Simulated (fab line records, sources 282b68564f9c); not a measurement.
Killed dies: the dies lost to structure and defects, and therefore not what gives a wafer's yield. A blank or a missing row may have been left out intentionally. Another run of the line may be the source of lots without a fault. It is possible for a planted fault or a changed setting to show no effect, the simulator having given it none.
fab line records -- flow rit_cmos
record: lots: 6, wafers: 18, last_day: 8
route steps=202 shown REOX@99 NLDD@103 PLDD@115 SPACER@125 NSD@131 M1@202
lots that met no fault: from a run of the same line without faults
start_h: hours from the record's first day to the start of the lot's first wafer shown -- wait_h: hours from the lot's prior step to this one -- " the same as in the row above -- L1.1+2: a row that stands for several wafers -- - no value, or no start was given -- * or withheld: withheld -- < > ~ a bound
route shown NAME@n: NAME is a module with steps in the file, n the number in the route of the first one -- usual: the fault-free wafers' mean and standard deviation -- same: alike in all rows -- chamber/n: place in a boat -- sites: each site's reading -- _std_site: the standard deviation of these -- _edge_site: inner sites' mean taken away from outer sites' mean -- radius_mm: how far each site lies from the wafer's centre -- mask NAME#n: copy n -- behind: the last tool/chamber to shape the wafer -- hold: why the lot went on hold/how many hours it stayed there/how the hold came to an end -- device: which transistor (n, p or np) failed to switch -- end of line: tests run on the same wafers once the route is complete -- a step with no rows: only its recipe -- killed: dies lost to structure and defects at the first sort, not the wafer's yield -- map: per-die view of a wafer (x killed, . not killed, _ where there is no die)
set.NAME: setting as actually run; set.NAME@STEP: the setting as run at that earlier step -- model.NAME: the simulator's own value behind a step, which no gauge read
certain route steps with their lots: each step a table, each wafer a row
services: the hour from which a tool's chamber was out of use, counted from the record's first day as start_h (under 0 if before that day), plus the number of hours and why
== steps ==
step: RIT_REOX_CLEAN_01
recipe: chemistry: dHF, dilution: 50:1, time_s: 30
step: RIT_REOX_CLEAN_02
recipe: chemistry: SC2, mix: 3:3:50, time_s: 600, temp_c: 75, dry: n2_spin
step: RIT_REOX_OXIDATION_03
recipe: temp_c: 900, ambient: O2, target_thk_a: 252, ox_time_s: 5580
step: RIT_REOX_THK_MEAS_04
recipe: reads: SiO2_of_REOX_OXIDATION_03
usual: REOX_OXIDE_THK: 25.3/0.46
lot.wafer,tool,chamber,start_h,wait_h,REOX_OXIDE_THK[nm]
L549.1,film_metro-04,-,47.21,0.0,26.3
L549.3,film_metro-04,-,47.21,0.0,26.0
L549.5,film_metro-04,-,47.21,0.0,26.0
L548.3,film_metro-02,-,47.23,0.0,25.3
L548.5,film_metro-02,-,47.23,0.0,25.0
L548.6,film_metro-02,-,47.23,0.0,25.5
L556.1,film_metro-02,-,89.16,0.0,25.7
L556.2,film_metro-02,-,89.16,0.0,25.3
L556.3,film_metro-02,-,89.16,0.0,25.6
L558.1,film_metro-02,-,94.69,0.0,24.7
L558.3,film_metro-02,-,94.69,0.0,24.9
L558.6,film_metro-02,-,94.69,0.0,24.3
L564.4,film_metro-04,-,123.09,0.0,25.3
L564.5,film_metro-04,-,123.09,0.0,25.8
L564.6,film_metro-04,-,123.09,0.0,25.4
L570.2,film_metro-04,-,166.06,0.0,25.8
L570.4,film_metro-04,-,166.06,0.0,26.2
L570.5,film_metro-04,-,166.06,0.0,25.9
step: RIT_NLDD_HMDS_00
recipe: prime_time_s: 60, prime_temp_c: 140
step: RIT_NLDD_COAT_01
recipe: resist: NOVOLAK, spin_rpm: 3250, resist_thk_nm: 1000
step: RIT_NLDD_SOFTBAKE_02
recipe: resist: NOVOLAK, temp_c: 90, time_s: 60
step: RIT_NLDD_EXPOSE_03
recipe: mask_id: M7, na: 0.57, target_cd_nm: 40700, dose_mj: 250
step: RIT_NLDD_PEB_04
recipe: resist: NOVOLAK, temp_c: withheld, time_s: withheld
step: RIT_NLDD_DEVELOP_05
recipe: resist: NOVOLAK, develop_time_s: 50, dev_temp_c: 23
step: RIT_NLDD_OVL_MEAS_06
usual: NLDD_OVL: 0.4/1.5
lot.wafer,tool,chamber,start_h,wait_h,NLDD_OVL[nm]
L548.3,overlay-02,-,48.14,-,-1.6
L548.5,overlay-02,-,48.14,-,-0.3
L548.6,overlay-02,-,48.14,-,-0.5
L549.1,overlay-01,-,48.38,-,-1.7
L549.3,overlay-01,-,48.38,-,-1.9
L549.5,overlay-01,-,48.38,-,-1.8
L556.1,overlay-01,-,90.19,-,2.7
L556.2,overlay-01,-,90.19,-,3.5
L556.3,overlay-01,-,90.19,-,3.2
L558.1,overlay-01,-,95.84,-,2.1
L558.3,overlay-01,-,95.84,-,0.4
L558.6,overlay-01,-,95.84,-,0.2
L564.4,overlay-02,-,124.73,-,-0.8
L564.5,overlay-02,-,124.73,-,1.4
L564.6,overlay-02,-,124.73,-,-0.4
L570.2,overlay-02,-,167.09,-,0.3
L570.4,overlay-02,-,167.09,-,-0.3
L570.5,overlay-02,-,167.09,-,-0.5
step: RIT_NLDD_HARDBAKE_07
recipe: resist: NOVOLAK, temp_c: 140, time_s: 60
step: RIT_NLDD_IMPLANT_08
recipe: species: P, energy_kev: 20, dose_cm2: 5e+14, tilt_deg: 7
usual: beam_energy_keV: 20.000/0.0062
lot.wafer,tool,chamber,start_h,wait_h,beam_energy_keV,model.implant.rp_nm,model.implant.drp_nm
L548.3,implanter-04,0,48.36,0.1,20.001,28.12,12.97
L548.5,implanter-04,0,48.36,0.1,20.013,28.12,12.97
L548.6,implanter-04,0,48.36,0.1,20.011,28.12,12.97
L549.1,implanter-02,0,48.57,0.1,20.001,28.49,12.97
L549.3,implanter-02,0,48.57,0.1,20.005,28.49,12.97
L549.5,implanter-02,0,48.57,0.1,19.991,28.49,12.97
L556.1,implanter-04,0,90.38,0.1,16.921,24.46,11.72
L556.2,implanter-04,0,90.38,0.1,16.907,24.46,11.72
L556.3,implanter-04,0,90.38,0.1,16.922,24.46,11.72
L558.1,implanter-04,0,96.03,0.1,16.911,25.81,11.72
L558.3,implanter-04,0,96.03,0.1,16.921,25.81,11.72
L558.6,implanter-04,0,96.03,0.1,16.920,25.81,11.72
L564.4,implanter-02,0,125.09,0.1,20.002,27.67,12.97
L564.5,implanter-02,0,125.09,0.1,19.999,27.67,12.97
L564.6,implanter-02,0,125.09,0.1,20.009,27.67,12.97
L570.2,implanter-02,0,167.30,0.1,19.994,28.09,12.97
L570.4,implanter-02,0,167.30,0.1,19.994,28.09,12.97
L570.5,implanter-02,0,167.30,0.1,20.001,28.09,12.97
step: RIT_NLDD_STRIP_09
recipe: chemistry: O2, time_s: 180, resist: NOVOLAK, platen_temp_c: withheld, power_w: 500, pressure_mtorr: 4000, o2_flow_sccm: 4000
usual: drypump_motor_current_A: 5.8/0.4
same: time_s: 180
lot.wafer,tool,chamber,start_h,wait_h,drypump_motor_current_A,rf_hours_counter_h
L548.3,plasma_asher-03,0,48.52,0.1,6.0,-
L548.5,plasma_asher-03,1,48.52,0.1,5.3,-
L548.6,plasma_asher-03,0,48.52,0.1,6.0,-
L549.1,plasma_asher-01,1,48.72,0.1,6.1,21
L549.3,plasma_asher-01,1,48.72,0.1,6.1,-
L549.5,plasma_asher-01,1,48.72,0.1,6.1,-
L556.1,plasma_asher-01,0,90.53,0.1,5.6,25
L556.2,plasma_asher-01,1,90.53,0.1,6.1,25
L556.3,plasma_asher-01,0,90.53,0.1,5.6,-
L558.1,plasma_asher-02,0,96.18,0.1,6.5,47
L558.3,plasma_asher-02,1,96.18,0.1,5.2,-
L558.6,plasma_asher-02,0,96.18,0.1,6.5,-
L564.4,plasma_asher-01,1,125.22,0.1,6.1,-
L564.5,plasma_asher-01,1,125.22,0.1,6.1,-
L564.6,plasma_asher-01,0,125.22,0.1,5.6,-
L570.2,plasma_asher-03,0,167.42,0.1,6.0,52
L570.4,plasma_asher-03,1,167.42,0.1,5.2,-
L570.5,plasma_asher-03,1,167.42,0.1,5.2,-
step: RIT_NLDD_TW_MEAS_10
usual: NLDD_TW: 2497/18
lot.wafer,tool,chamber,start_h,wait_h,hold,NLDD_TW
L548.3,film_metro-03,-,48.65,0.1,-,2484
L548.5,film_metro-03,-,48.65,0.1,-,2483
L548.6,film_metro-03,-,48.65,0.1,-,2470
L549.1,film_metro-01,-,48.89,0.1,-,2486
L549.3,film_metro-01,-,48.89,0.1,-,2490
L549.5,film_metro-01,-,48.89,0.1,-,2503
L556.1,film_metro-04,-,90.70,0.1,await_dispo/0.2h/release,2379
L556.2,film_metro-04,-,90.70,0.1,await_dispo/0.2h/release,2380
L556.3,film_metro-04,-,90.70,0.1,await_dispo/0.2h/release,2399
L556.1,film_metro-04,-,90.93,0.2,-,2382
L556.2,film_metro-04,-,90.93,0.2,-,2392
L556.3,film_metro-04,-,90.93,0.2,-,2386
L558.1,film_metro-04,-,96.35,0.1,await_dispo/0.2h/release,2415
L558.3,film_metro-04,-,96.35,0.1,await_dispo/0.2h/release,2405
L558.6,film_metro-04,-,96.35,0.1,await_dispo/0.2h/release,2405
L558.1,film_metro-04,-,96.58,0.2,-,2405
L558.3,film_metro-04,-,96.58,0.2,-,2412
L558.6,film_metro-04,-,96.58,0.2,-,2402
L564.4,film_metro-03,-,125.37,0.1,-,2501
L564.5,film_metro-03,-,125.37,0.1,-,2507
L564.6,film_metro-03,-,125.37,0.1,-,2503
L570.2,film_metro-04,-,167.61,0.1,-,2508
L570.4,film_metro-04,-,167.61,0.1,-,2521
L570.5,film_metro-04,-,167.61,0.1,-,2489
step: RIT_PLDD_COAT_01
recipe: resist: NOVOLAK, spin_rpm: 3250, resist_thk_nm: 1000
step: RIT_PLDD_SOFTBAKE_02
recipe: resist: NOVOLAK, temp_c: 90, time_s: 60
step: RIT_PLDD_EXPOSE_03
recipe: mask_id: M8, na: 0.57, target_cd_nm: 40900, dose_mj: 250
step: RIT_PLDD_PEB_04
recipe: resist: NOVOLAK, temp_c: withheld, time_s: withheld
step: RIT_PLDD_DEVELOP_05
recipe: resist: NOVOLAK, develop_time_s: 50, dev_temp_c: 23
step: RIT_PLDD_OVL_MEAS_06
usual: PLDD_OVL: -1.1/1.5
lot.wafer,tool,chamber,start_h,wait_h,PLDD_OVL[nm]
L548.3,overlay-02,-,49.68,-,-2.0
L548.5,overlay-02,-,49.68,-,-3.1
L548.6,overlay-02,-,49.68,-,-1.4
L549.1,overlay-01,-,49.93,-,1.2
L549.3,overlay-01,-,49.93,-,0.1
L549.5,overlay-01,-,49.93,-,0.6
L556.1,overlay-01,-,95.98,-,-4.3
L556.2,overlay-01,-,95.98,-,-1.6
L556.3,overlay-01,-,95.98,-,-4.2
L558.1,overlay-02,-,99.75,-,1.4
L558.3,overlay-02,-,99.75,-,0.4
L558.6,overlay-02,-,99.75,-,0.0
L564.4,overlay-01,-,126.51,-,-0.9
L564.5,overlay-01,-,126.51,-,-2.7
L564.6,overlay-01,-,126.51,-,-2.3
L570.2,overlay-02,-,168.51,-,-1.3
L570.4,overlay-02,-,168.51,-,-0.8
L570.5,overlay-02,-,168.51,-,0.0
step: RIT_PLDD_HARDBAKE_07
recipe: resist: NOVOLAK, temp_c: 140, time_s: 60
step: RIT_PLDD_IMPLANT_08
recipe: species: BF2, energy_kev: 20, dose_cm2: 9e+14, tilt_deg: 7
step: RIT_PLDD_STRIP_09
recipe: chemistry: O2, time_s: 180, resist: NOVOLAK, platen_temp_c: withheld, power_w: 500, pressure_mtorr: 4000, o2_flow_sccm: 4000
usual: drypump_motor_current_A: 5.8/0.56
same: time_s: 180
lot.wafer,tool,chamber,start_h,wait_h,drypump_motor_current_A,rf_hours_counter_h
L548.3,plasma_asher-01,0,50.06,0.1,5.6,-
L548.5,plasma_asher-01,0,50.06,0.1,5.6,-
L548.6,plasma_asher-01,1,50.06,0.1,6.1,-
L549.1,plasma_asher-04,1,50.26,0.1,5.1,43
L549.3,plasma_asher-04,1,50.26,0.1,5.1,-
L549.5,plasma_asher-04,1,50.26,0.1,5.1,-
L556.1,plasma_asher-04,1,96.70,0.4,5.1,47
L556.2,plasma_asher-04,0,96.70,0.4,5.7,47
L556.3,plasma_asher-04,1,96.70,0.4,5.1,-
L558.1,plasma_asher-02,1,100.22,0.1,5.1,47
L558.3,plasma_asher-02,1,100.22,0.1,5.1,-
L558.6,plasma_asher-02,0,100.22,0.1,6.6,-
L564.4,plasma_asher-02,0,126.92,0.1,6.5,-
L564.5,plasma_asher-02,1,126.92,0.1,5.1,-
L564.6,plasma_asher-02,0,126.92,0.1,6.5,-
L570.2,plasma_asher-02,1,168.84,0.1,5.1,55
L570.4,plasma_asher-02,0,168.84,0.1,6.5,-
L570.5,plasma_asher-02,0,168.84,0.1,6.5,-
step: RIT_PLDD_TW_MEAS_10
usual: PLDD_TW: 2355/16
lot.wafer,tool,chamber,start_h,wait_h,PLDD_TW
L548.3,film_metro-03,-,50.20,0.1,2321
L548.5,film_metro-03,-,50.20,0.1,2325
L548.6,film_metro-03,-,50.20,0.1,2332
L549.1,film_metro-01,-,50.44,0.1,2346
L549.3,film_metro-01,-,50.44,0.1,2332
L549.5,film_metro-01,-,50.44,0.1,2339
L556.1,film_metro-01,-,96.88,0.1,2364
L556.2,film_metro-01,-,96.88,0.1,2367
L556.3,film_metro-01,-,96.88,0.1,2358
L558.1,film_metro-01,-,100.39,0.1,2350
L558.3,film_metro-01,-,100.39,0.1,2366
L558.6,film_metro-01,-,100.39,0.1,2354
L564.4,film_metro-03,-,127.07,0.1,2357
L564.5,film_metro-03,-,127.07,0.1,2362
L564.6,film_metro-03,-,127.07,0.1,2362
L570.2,film_metro-01,-,169.03,0.1,2355
L570.4,film_metro-01,-,169.03,0.1,2342
L570.5,film_metro-01,-,169.03,0.1,2352
step: RIT_SPACER_CLEAN_00
recipe: chemistry: SC1, mix: 3:3:50, time_s: 600, temp_c: 75
step: RIT_SPACER_CLEAN_01
recipe: chemistry: dHF, dilution: 50:1, time_s: 30
step: RIT_SPACER_CLEAN_02
recipe: chemistry: SC2, mix: 3:3:50, time_s: 600, temp_c: 75, dry: n2_spin
step: RIT_SPACER_CVD_03
recipe: material: Si3N4, target_thk_nm: 250, temp_c: 810, precursor: SiH2Cl2/NH3, time_s: 3300, pressure_mtorr: 300, sih2cl2_flow_sccm: 60, nh3_flow_sccm: 150
step: RIT_SPACER_THK_MEAS_04
recipe: reads: Si3N4_of_SPACER_CVD_03
usual: SPACER_NITRIDE_THK: 249.0/2.3
lot.wafer,tool,chamber,start_h,wait_h,SPACER_NITRIDE_THK[nm]
L548.3,film_metro-04,-,52.74,0.0,249.2
L548.5,film_metro-04,-,52.74,0.0,250.0
L548.6,film_metro-04,-,52.74,0.0,251.4
L549.1,film_metro-02,-,54.16,0.0,250.1
L549.3,film_metro-02,-,54.16,0.0,251.5
L549.5,film_metro-02,-,54.16,0.0,250.6
L556.1,film_metro-03,-,100.26,0.0,251.2
L556.2,film_metro-03,-,100.26,0.0,250.2
L556.3,film_metro-03,-,100.26,0.0,249.8
L558.1,film_metro-02,-,102.87,0.0,248.1
L558.3,film_metro-02,-,102.87,0.0,250.4
L558.6,film_metro-02,-,102.87,0.0,248.0
L564.4,film_metro-02,-,131.18,0.0,248.8
L564.5,film_metro-02,-,131.18,0.0,247.5
L564.6,film_metro-02,-,131.18,0.0,247.5
L570.2,film_metro-03,-,171.37,0.0,250.5
L570.4,film_metro-03,-,171.37,0.0,249.8
L570.5,film_metro-03,-,171.37,0.0,249.2
step: RIT_SPACER_ETCHBACK_05
recipe: target_depth_a: 2500, SF6_flow_sccm: 30, CHF3_flow_sccm: 30, target: Si3N4, chemistry: SF6/CHF3, pressure_mtorr: 40, rf_w: 250, time_s: 240, stop_on: SiO2
usual: drypump_motor_current_A: 5.8/0.66, oes_product_au: 0.843/0.016, rf_fwd_power_W: 249.5/0.69, throttle_valve_pct: 10.14/0.13
same: time_s: 240
lot.wafer,tool,chamber,start_h,wait_h,drypump_motor_current_A,oes_product_au,rf_fwd_power_W,rf_hours_counter_h,throttle_valve_pct
L548.3,rie_diel-01,3,52.78,0.0,6.5,0.857,250.0,146,10.22
L548.5,rie_diel-01,1,52.78,0.0,5.9,0.846,249.7,-,10.13
L548.6,rie_diel-01,2,52.78,0.0,4.6,0.830,249.2,-,10.13
L549.1,rie_diel-02,0,54.22,0.1,6.1,0.848,249.5,5,10.24
L549.3,rie_diel-02,2,54.22,0.1,6.7,0.871,248.7,5,10.04
L549.5,rie_diel-02,2,54.22,0.1,6.7,0.865,248.3,-,10.05
L556.1,rie_diel-04,1,100.47,0.2,6.0,0.877,250.5,12,10.05
L556.2,rie_diel-04,2,100.47,0.2,5.6,0.837,249.5,5,9.99
L556.3,rie_diel-04,0,100.47,0.2,5.8,0.827,249.3,131,10.41
L558.1,rie_diel-04,0,102.93,0.1,5.8,0.836,249.5,131,10.40
L558.3,rie_diel-04,3,102.93,0.1,5.6,0.835,249.1,71,10.37
L558.6,rie_diel-04,2,102.93,0.1,5.6,0.816,249.0,-,9.99
L564.4,rie_diel-02,3,131.21,0.0,4.8,0.846,249.9,1,10.01
L564.5,rie_diel-02,3,131.21,0.0,4.8,0.833,250.0,-,10.01
L564.6,rie_diel-02,2,131.21,0.0,6.7,0.850,250.3,-,10.02
L570.2,rie_diel-01,1,171.42,0.0,5.9,0.833,249.2,42,10.17
L570.4,rie_diel-01,2,171.42,0.0,4.7,0.813,249.2,-,10.12
L570.5,rie_diel-01,0,171.42,0.0,6.0,0.865,249.1,-,9.99
step: RIT_NSD_HMDS_00
recipe: prime_time_s: 60, prime_temp_c: 140
step: RIT_NSD_COAT_01
recipe: resist: NOVOLAK, spin_rpm: 3250, resist_thk_nm: 1000
step: RIT_NSD_SOFTBAKE_02
recipe: resist: NOVOLAK, temp_c: 90, time_s: 60
step: RIT_NSD_EXPOSE_03
recipe: mask_id: M9, na: 0.57, target_cd_nm: 40700, dose_mj: 250
step: RIT_NSD_PEB_04
recipe: resist: NOVOLAK, temp_c: withheld, time_s: withheld
step: RIT_NSD_DEVELOP_05
recipe: resist: NOVOLAK, develop_time_s: 50, dev_temp_c: 23
step: RIT_NSD_OVL_MEAS_06
usual: NSD_OVL: -0.5/1.9
lot.wafer,tool,chamber,start_h,wait_h,NSD_OVL[nm]
L548.3,overlay-01,-,53.92,-,0.1
L548.5,overlay-01,-,53.92,-,-0.6
L548.6,overlay-01,-,53.92,-,-0.2
L549.1,overlay-02,-,55.22,-,-1.7
L549.3,overlay-02,-,55.22,-,-2.0
L549.5,overlay-02,-,55.22,-,-0.8
L556.1,overlay-02,-,102.03,-,-0.1
L556.2,overlay-02,-,102.03,-,0.9
L556.3,overlay-02,-,102.03,-,1.4
L558.1,overlay-01,-,104.63,-,-0.1
L558.3,overlay-01,-,104.63,-,-0.8
L558.6,overlay-01,-,104.63,-,-1.9
L564.4,overlay-01,-,132.35,-,0.4
L564.5,overlay-01,-,132.35,-,0.6
L564.6,overlay-01,-,132.35,-,2.7
L570.2,overlay-01,-,172.43,-,0.9
L570.4,overlay-01,-,172.43,-,1.2
L570.5,overlay-01,-,172.43,-,0.7
step: RIT_NSD_HARDBAKE_07
recipe: resist: NOVOLAK, temp_c: 140, time_s: 60
step: RIT_NSD_IMPLANT_08
recipe: species: P, energy_kev: 25, dose_cm2: 1e+15, tilt_deg: 7
step: RIT_NSD_STRIP_09
recipe: chemistry: O2, time_s: 180, resist: NOVOLAK, platen_temp_c: withheld, power_w: 500, pressure_mtorr: 4000, o2_flow_sccm: 4000
usual: drypump_motor_current_A: 5.7/0.37
same: time_s: 180
lot.wafer,tool,chamber,start_h,wait_h,drypump_motor_current_A,rf_hours_counter_h
L548.3,plasma_asher-03,1,54.30,0.1,5.2,-
L548.5,plasma_asher-03,0,54.30,0.1,6.0,-
L548.6,plasma_asher-03,1,54.30,0.1,5.2,-
L549.1,plasma_asher-03,1,55.55,0.1,5.2,41
L549.3,plasma_asher-03,0,55.55,0.1,6.0,-
L549.5,plasma_asher-03,1,55.55,0.1,5.2,-
L556.1,plasma_asher-03,0,102.45,0.1,6.0,45
L556.2,plasma_asher-03,1,102.45,0.1,5.2,45
L556.3,plasma_asher-03,0,102.45,0.1,6.0,-
L558.1,plasma_asher-04,1,105.02,0.1,5.1,48
L558.3,plasma_asher-04,0,105.02,0.1,5.7,-
L558.6,plasma_asher-04,1,105.02,0.1,5.1,-
L564.4,plasma_asher-04,1,132.73,0.1,5.1,-
L564.5,plasma_asher-04,1,132.73,0.1,5.1,-
L564.6,plasma_asher-04,0,132.73,0.1,5.8,-
L570.2,plasma_asher-01,1,172.76,0.1,6.1,33
L570.4,plasma_asher-01,1,172.76,0.1,6.1,-
L570.5,plasma_asher-01,0,172.76,0.1,5.6,-
step: RIT_SDANNEAL_RS_MEAS_07
recipe: thk_meas_gauge: four-point-probe
usual: NLDD_RS: 151.6/0.5
lot.wafer,tool,chamber,start_h,wait_h,hold,NLDD_RS[ohm/sq]
L548.3,film_metro-03,-,56.72,0.1,-,150.9
L548.5,film_metro-03,-,56.72,0.1,-,151.4
L548.6,film_metro-03,-,56.72,0.1,-,150.9
L549.1,film_metro-03,-,57.99,0.1,-,150.5
L549.3,film_metro-03,-,57.99,0.1,-,150.6
L549.5,film_metro-03,-,57.99,0.1,-,150.7
L556.1,film_metro-04,-,106.33,0.1,await_dispo/0.2h/release,154.7
L556.2,film_metro-04,-,106.33,0.1,await_dispo/0.2h/release,154.6
L556.3,film_metro-04,-,106.33,0.1,await_dispo/0.2h/release,154.8
L556.1,film_metro-04,-,106.61,0.3,-,154.6
L556.2,film_metro-04,-,106.61,0.3,-,154.5
L556.3,film_metro-04,-,106.61,0.3,-,155.1
L558.1,film_metro-03,-,108.15,0.1,await_dispo/0.2h/release,154.7
L558.3,film_metro-03,-,108.15,0.1,await_dispo/0.2h/release,154.3
L558.6,film_metro-03,-,108.15,0.1,await_dispo/0.2h/release,154.4
L558.1,film_metro-03,-,108.45,0.3,-,154.9
L558.3,film_metro-03,-,108.45,0.3,-,154.1
L558.6,film_metro-03,-,108.45,0.3,-,154.2
L564.4,film_metro-01,-,135.17,0.1,-,150.7
L564.5,film_metro-01,-,135.17,0.1,-,150.8
L564.6,film_metro-01,-,135.17,0.1,-,151.4
L570.2,film_metro-01,-,175.55,0.1,-,151.6
L570.4,film_metro-01,-,175.55,0.1,-,151.4
L570.5,film_metro-01,-,175.55,0.1,-,151.9
step: RIT_M1_PROBE_99
usual: killed_at_contacts: 0.1/0.23, killed_at_front_end: 7/3, killed_dies: 7/3, killed_open: 3.3/1.8, killed_short: 3.3/2.2
same: gross_dies: 264, killed_at_M0_to_M3: 0, killed_at_M4_up: 0, killed_at_back_side: 0, killed_at_other: 0
lot.wafer,tool,chamber,start_h,wait_h,killed_at_contacts,killed_at_front_end,killed_dies,killed_open,killed_short
L548.3,prober-01,-,63.80,0.2,0,7,7,2,5
L548.5,prober-01,-,63.90,0.2,0,8,8,5,3
L548.6,prober-01,-,63.95,0.2,0,5,5,4,1
L549.1,prober-02,-,65.20,0.1,0,5,5,3,2
L549.3,prober-02,-,65.30,0.2,0,5,5,4,1
L549.5,prober-02,-,65.40,0.2,0,15,15,7,8
L556.1,prober-02,-,116.02,0.1,0,6,6,2,4
L556.2,prober-02,-,116.07,0.1,0,6,6,4,2
L556.3,prober-02,-,116.12,0.2,0,7,7,2,5
L558.1,prober-02,-,117.85,0.1,0,2,2,1,1
L558.3,prober-02,-,117.95,0.2,0,8,8,5,3
L558.6,prober-02,-,118.10,0.2,0,5,5,1,4
L564.4,prober-02,-,142.30,0.2,0,7,7,6,1
L564.5,prober-02,-,142.35,0.2,1,14,15,4,11
L564.6,prober-02,-,142.40,0.2,0,10,10,8,2
L570.2,prober-01,-,182.95,0.1,0,16,16,5,11
L570.4,prober-01,-,183.05,0.2,0,5,5,2,3
L570.5,prober-01,-,183.10,0.2,0,11,11,6,5
killed by level:class
L548.3 GATE:geometric_particle:short=3 FOX1:geometric_particle:short=1 GATE:geometric_particle:open=1 SILICIDE:geometric_particle:open=1 SILICIDE:geometric_particle:short=1
L548.5 GATE:geometric_particle:open=3 GATE:geometric_particle:short=2 FOX2:geometric_particle:open=1 SPACER:geometric_particle:open=1 SPACER:geometric_particle:short=1
L548.6 GATE:geometric_particle:open=2 SPACER:geometric_particle:open=2 FOX2:geometric_particle:short=1
L549.1 FOX1:geometric_particle:open=2 FOX2:geometric_particle:open=1 FOX2:geometric_particle:short=1 SILICIDE:geometric_particle:short=1
L549.3 REOX:geometric_particle:open=2 FOX1:geometric_particle:short=1 GATE:geometric_particle:open=1 SPACER:geometric_particle:open=1
L549.5 GATE:geometric_particle:short=6 GATE:geometric_particle:open=6 FOX1:geometric_particle:short=2 SPACER:geometric_particle:open=1
L556.1 GATE:geometric_particle:short=2 GATE:geometric_particle:open=2 REOX:geometric_particle:short=1 SILICIDE:geometric_particle:short=1
L556.2 GATE:geometric_particle:short=2 FOX1:geometric_particle:open=1 FOX2:geometric_particle:open=1 GATE:geometric_particle:open=1 SPACER:geometric_particle:open=1
L556.3 GATE:geometric_particle:short=4 GATE:geometric_particle:open=2 FOX2:geometric_particle:short=1
L558.1 FOX2:geometric_particle:short=1 REOX:geometric_particle:open=1
L558.3 FOX1:geometric_particle:short=2 GATE:geometric_particle:open=2 FOX1:geometric_particle:open=1 GATE:geometric_particle:short=1 SPACER:geometric_particle:open=1 SILICIDE:geometric_particle:open=1
L558.6 GATE:geometric_particle:short=4 SPACER:geometric_particle:open=1
L564.4 FOX1:geometric_particle:open=2 GATE:geometric_particle:open=2 GATE:geometric_particle:short=1 REOX:geometric_particle:open=1 SPACER:geometric_particle:open=1
L564.5 FOX1:geometric_particle:short=3 FOX2:geometric_particle:short=2 SPACER:geometric_particle:open=2 SILICIDE:geometric_particle:short=2 FOX1:geometric_particle:open=1 GATE:geometric_particle:short=1 REOX:geometric_particle:open=1 REOX:geometric_particle:short=1
L564.6 FOX1:geometric_particle:open=4 FOX1:geometric_particle:short=1 FOX2:geometric_particle:short=1 GATE:geometric_particle:open=1 REOX:geometric_particle:open=1 SPACER:geometric_particle:open=1 SILICIDE:geometric_particle:open=1
L570.2 SILICIDE:geometric_particle:short=3 SPACER:geometric_particle:short=3 FOX1:geometric_particle:open=2 GATE:geometric_particle:open=2 GATE:geometric_particle:short=2 REOX:geometric_particle:short=2 FOX2:geometric_particle:short=1 SILICIDE:geometric_particle:open=1
L570.4 FOX1:geometric_particle:open=1 FOX1:geometric_particle:short=1 FOX2:geometric_particle:short=1 REOX:geometric_particle:open=1 SPACER:geometric_particle:short=1
L570.5 SILICIDE:geometric_particle:open=3 SILICIDE:geometric_particle:short=3 SPACER:geometric_particle:short=2 FOX2:geometric_particle:open=1 GATE:geometric_particle:open=1 SPACER:geometric_particle:open=1
== services ==
tool,chamber,start_h,hours,kind
rie_diel-04,0,24.42,6.0,repair
rie_diel-04,0,33.63,15.6,repair
implanter-04,-,37.98,2.9,pm
implanter-04,-,44.98,1.8,repair
rie_diel-04,2,47.36,17.2,repair
rie_diel-04,-,56.62,14.6,pm
implanter-02,-,57.27,1.4,repair
implanter-02,-,61.55,3.8,repair
implanter-04,-,62.62,6.2,repair
rie_diel-02,3,68.64,-,clean
rie_diel-02,3,68.64,20.6,scheduled_down
rie_diel-02,3,68.64,20.6,vent_cycle
rie_diel-01,0,87.76,5.4,repair
rie_diel-01,0,93.16,-,clean
plasma_asher-04,-,108.75,9.0,pm
plasma_asher-04,0,108.75,9.0,vent_cycle
plasma_asher-04,1,108.75,9.0,vent_cycle
implanter-02,-,110.98,1.2,repair
plasma_asher-04,0,117.75,-,clean
plasma_asher-04,1,117.75,-,clean
rie_diel-02,0,119.41,8.8,repair
rie_diel-04,1,154.05,5.1,repair
rie_diel-02,-,161.60,14.6,pm
implanter-04,-,170.35,1.8,repair
== key ==
first_sign: step: RIT_NLDD_IMPLANT_08, reading: beam_energy_keV, direction: down, sigmas: 99+, usual: 20.000, struck: 16.917
effect: step: RIT_NLDD_TW_MEAS_10, reading: visit, direction: added
effect: step: RIT_NLDD_TW_MEAS_10, reading: NLDD_TW, direction: down, sigmas: 5.7, usual: 2497, struck: 2397
effect: step: RIT_SDANNEAL_RS_MEAS_07, reading: NLDD_RS, direction: up, sigmas: 6, usual: 151.6, struck: 154.6
model_effect: step: RIT_NLDD_IMPLANT_08, value: implant.rp_nm, without: 28.14, struck: 25.14
met_at RIT_NLDD_IMPLANT_08
struck_wafers L556.1,L556.2,L556.3,L558.1,L558.3,L558.6
tester_left_out L556,L558
onset_between 48.36 90.38
fault: kind: process_parameter_drift, tool: implanter-04, chamber: -, onset_h: 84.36, steps: RIT_NLDD_IMPLANT_08, channel: energy_kev, offset: -3.0816, shape: step, end_h: 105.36, acts_in: these_recipes_only, stated: 20
tester_left_out: of these lots the tester's yield and bins aren't shown, on N5 and GAA mostly nor the transistor test; their killed dies are dies lost to structure and defects alone, not to doping, threshold or leakage, so they don't give the yield
